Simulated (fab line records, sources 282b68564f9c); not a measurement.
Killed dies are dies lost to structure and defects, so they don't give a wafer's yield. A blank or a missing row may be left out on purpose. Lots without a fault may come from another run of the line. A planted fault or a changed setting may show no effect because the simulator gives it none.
Which tool did it? | flow rit_cmos | 13 lots, 39 wafers sampled, at 6 steps of a route of 202

WHAT THE GAUGES READ, wafer by wafer
RIT_NRETRO_OVL_MEAS_06. Usual: NRETRO_OVL 0.6 nm, standard deviation 1.4.
lot  | measured    | on         | NRETRO_OVL (nm) | flag
L766 | day 2 20:49 | overlay-01 | 0.7 3.7 3.3     |
L767 | day 3 03:12 | overlay-02 | 0.4 0.2 0.1     |
L768 | day 3 08:40 | overlay-01 | -2.3 -1.0 -0.3  |
L771 | day 3 16:32 | overlay-01 | -0.6 0.2 1.4    |
L770 | day 3 16:53 | overlay-01 | 1.3 1.1 1.4     |
L772 | day 3 20:29 | overlay-02 | 0.4 0.6 0.4     |
L774 | day 4 03:35 | overlay-01 | 2.1 0.6 2.1     |
L777 | day 4 18:08 | overlay-02 | -0.3 1.4 -0.8   |
L778 | day 4 22:31 | overlay-02 | 2.4 3.2 1.4     |
L783 | day 5 20:19 | overlay-01 | 1.9 0.8 1.4     |
L784 | day 6 05:23 | overlay-01 | 2.6 2.2 3.6     |
L786 | day 6 10:53 | overlay-01 | -0.9 0.0 -0.8   |
L787 | day 6 22:32 | overlay-01 | 0.8 1.9 1.8     |

RIT_NLDD_TW_MEAS_10. Usual: NLDD_TW 2484, standard deviation 11.
lot  | measured    | on            | NLDD_TW        | flag
L766 | day 3 14:17 | film_metro-03 | 2502 2489 2502 |
L767 | day 3 21:02 | film_metro-03 | 2502 2503 2504 |
L768 | day 4 01:29 | film_metro-03 | 2501 2483 2483 |
L771 | day 4 06:53 | film_metro-03 | 2473 2477 2470 |
L770 | day 4 06:59 | film_metro-04 | 2466 2466 2464 |
L772 | day 4 14:14 | film_metro-04 | 2477 2472 2468 |
L774 | day 4 17:49 | film_metro-03 | 2496 2475 2482 |
L777 | day 5 07:29 | film_metro-03 | 2482 2500 2492 |
L778 | day 5 12:05 | film_metro-02 | 2500 2492 2481 |
L783 | day 6 15:22 | film_metro-03 | 2475 2494 2491 |
L784 | day 6 18:44 | film_metro-04 | 2487 2491 2483 |
L786 | day 7 00:37 | film_metro-02 | 2471 2493 2473 |
L787 | day 7 13:21 | film_metro-02 | 2474 2471 2487 |

RIT_PSD_OVL_MEAS_06. Usual: PSD_OVL -0.1 nm, standard deviation 1.5.
lot  | measured    | on         | PSD_OVL (nm)   | flag
L766 | day 3 21:00 | overlay-02 | 0.4 0.0 0.2    |
L767 | day 4 03:51 | overlay-02 | -1.3 -0.4 -0.6 |
L768 | day 4 08:39 | overlay-02 | 0.7 2.0 1.4    |
L771 | day 4 13:39 | overlay-02 | 2.3 0.2 0.3    |
L770 | day 4 15:25 | overlay-01 | 0.6 -1.6 -0.1  |
L772 | day 4 21:52 | overlay-02 | -2.6 -2.4 -0.5 |
L774 | day 5 01:19 | overlay-02 | - - -          | OFF
L777 | day 5 14:14 | overlay-02 | 0.1 1.5 2.3    |
L778 | day 5 18:31 | overlay-02 | 0.5 1.0 1.8    |
L783 | day 6 21:46 | overlay-01 | -2.0 -1.3 -2.4 |
L784 | day 7 01:39 | overlay-01 | 0.9 -1.1 -1.6  |
L786 | day 7 07:29 | overlay-01 | -1.0 -1.8 1.5  |
L787 | day 7 19:52 | overlay-01 | 4.4 1.9 3.5    |

RIT_PSD_TW_MEAS_10. Usual: PSD_TW 3420, standard deviation 15.
lot  | measured    | on            | PSD_TW         | flag
L766 | day 3 21:31 | film_metro-04 | 3422 3429 3425 |
L767 | day 4 04:22 | film_metro-03 | 3428 3412 3420 |
L768 | day 4 09:22 | film_metro-02 | 3395 3403 3414 |
L771 | day 4 14:17 | film_metro-02 | 3413 3404 3413 |
L770 | day 4 15:56 | film_metro-02 | 3434 3413 3420 |
L772 | day 4 22:25 | film_metro-04 | 3389 3385 3398 |
L774 | day 5 02:03 | film_metro-04 | 30 30 30       | OFF
L777 | day 5 14:46 | film_metro-03 | 3410 3430 3419 |
L778 | day 5 19:02 | film_metro-02 | 3433 3432 3435 |
L783 | day 6 22:16 | film_metro-02 | 3445 3421 3435 |
L784 | day 7 02:10 | film_metro-02 | 3396 3405 3388 |
L786 | day 7 08:14 | film_metro-02 | 3410 3411 3426 |
L787 | day 7 20:22 | film_metro-02 | 3420 3417 3422 |

WHICH TOOL RAN EACH LOT (tool, then ch and the chambers of the sampled wafers, then the start)
lot  | RIT_GATE_STRIP_20                   | RIT_PSD_EXPOSE_03
L766 | plasma_asher-04 ch 0,1, day 3 07:08 | iline_stepper-01 ch 0, day 3 20:35
L767 | plasma_asher-04 ch 0,1, day 3 14:38 | iline_stepper-02 ch 0, day 4 03:27
L768 | plasma_asher-01 ch 0,1, day 3 20:13 | iline_stepper-01 ch 0, day 4 08:06
L771 | plasma_asher-04 ch 0,1, day 4 00:23 | iline_stepper-01 ch 0, day 4 13:15
L770 | plasma_asher-03 ch 0,1, day 4 01:07 | iline_stepper-02 ch 0, day 4 15:02
L772 | plasma_asher-04 ch 0,1, day 4 09:08 | iline_stepper-02 ch 0, day 4 21:29
L774 | plasma_asher-03 ch 0,1, day 4 12:22 | iline_stepper-01 ch 0, day 5 00:55
L777 | plasma_asher-03 ch 0,1, day 5 02:03 | iline_stepper-01 ch 0, day 5 13:52
L778 | plasma_asher-04 ch 0,1, day 5 07:26 | iline_stepper-01 ch 0, day 5 18:08
L783 | plasma_asher-04 ch 0,1, day 6 10:44 | iline_stepper-02 ch 0, day 6 21:22
L784 | plasma_asher-03 ch 0,1, day 6 13:59 | iline_stepper-01 ch 0, day 7 01:15
L786 | plasma_asher-03 ch 0,1, day 6 18:30 | iline_stepper-02 ch 0, day 7 07:07
L787 | plasma_asher-03 ch 0,1, day 7 08:37 | iline_stepper-01 ch 0, day 7 19:28
- RIT_GATE_STRIP_20: strips in O2, time 180 s.
- RIT_PSD_EXPOSE_03: exposes mask M10, target cd 40900 nm.

WHAT THE TOOLS THEMSELVES READ (means of the sampled wafers that have a number; where no wafer has one, the mark that the record gives instead)
RIT_GATE_STRIP_20. Usual: drypump_motor_current_A 6.0 A, standard deviation 0.44.
lot  | tool            | drypump_motor_current_A (A) | flag
L766 | plasma_asher-04 | 6.6                         |
L767 | plasma_asher-04 | 6.4                         |
L768 | plasma_asher-01 | 5.8                         |
L771 | plasma_asher-04 | 6.5                         |
L770 | plasma_asher-03 | 5.6                         |
L772 | plasma_asher-04 | 6.6                         |
L774 | plasma_asher-03 | 5.7                         |
L777 | plasma_asher-03 | 5.8                         |
L778 | plasma_asher-04 | 6.5                         |
L783 | plasma_asher-04 | 6.6                         |
L784 | plasma_asher-03 | 5.8                         |
L786 | plasma_asher-03 | 5.7                         |
L787 | plasma_asher-03 | 5.6                         |

RIT_PSD_EXPOSE_03. Usual: exposure_dose_mJ_cm2 250.00, standard deviation 0.28; focus_offset_nm 0.1 nm, standard deviation 0.52; stage_vel_mm_s 500.04 mm/s, standard deviation 0.26.
lot  | tool             | exposure_dose_mJ_cm2 | focus_offset_nm (nm) | stage_vel_mm_s (mm/s) | flag
L766 | iline_stepper-01 | 250.34               | 0.9                  | 499.78                |
L767 | iline_stepper-02 | 249.57               | 0.6                  | 500.19                |
L768 | iline_stepper-01 | 250.17               | 0.2                  | 499.73                |
L771 | iline_stepper-01 | 249.83               | 0.0                  | 500.13                |
L770 | iline_stepper-02 | 250.09               | -0.3                 | 500.04                |
L772 | iline_stepper-02 | 249.99               | -0.1                 | 500.07                |
L774 | iline_stepper-01 | 250.15               | -0.1                 | 500.06                |
L777 | iline_stepper-01 | 249.77               | 0.2                  | 500.08                |
L778 | iline_stepper-01 | 249.75               | 0.3                  | 500.21                |
L783 | iline_stepper-02 | 250.26               | -0.3                 | 499.71                |
L784 | iline_stepper-01 | 250.13               | 0.2                  | 500.40                |
L786 | iline_stepper-02 | 249.43               | -0.1                 | 500.09                |
L787 | iline_stepper-01 | 250.02               | 0.3                  | 500.25                |

THE ANSWER, worked out from the rows above alone
Rule: a lot is off if the mean of its wafers that have a number lies more than 3 standard deviations from the usual mean. A lot without any number at a reading at which 4 lots or more have one is off too. The other lots that the step has rows for count as sound. The gauges are gone through in route order, then the tools' own readings, and for those a lot's mean is taken as printed above. The first step at which some lot is off is used, and at that step the reading that is off furthest; a lot without a number counts as furthest.
Off: L774, at RIT_PSD_OVL_MEAS_06 (PSD_OVL). Without a number there: L774.
A tool fits if, at a process step before that reading, it ran every lot that is off, and no sound lot after the first of them. The gauges at RIT_PSD_OVL_MEAS_06 aren't tried: what is off there is off at RIT_PSD_TW_MEAS_10 too, on other tools, and a gauge's error can't cause that. None of those tried fits.

WHAT THE SIMULATOR HAD PUT IN
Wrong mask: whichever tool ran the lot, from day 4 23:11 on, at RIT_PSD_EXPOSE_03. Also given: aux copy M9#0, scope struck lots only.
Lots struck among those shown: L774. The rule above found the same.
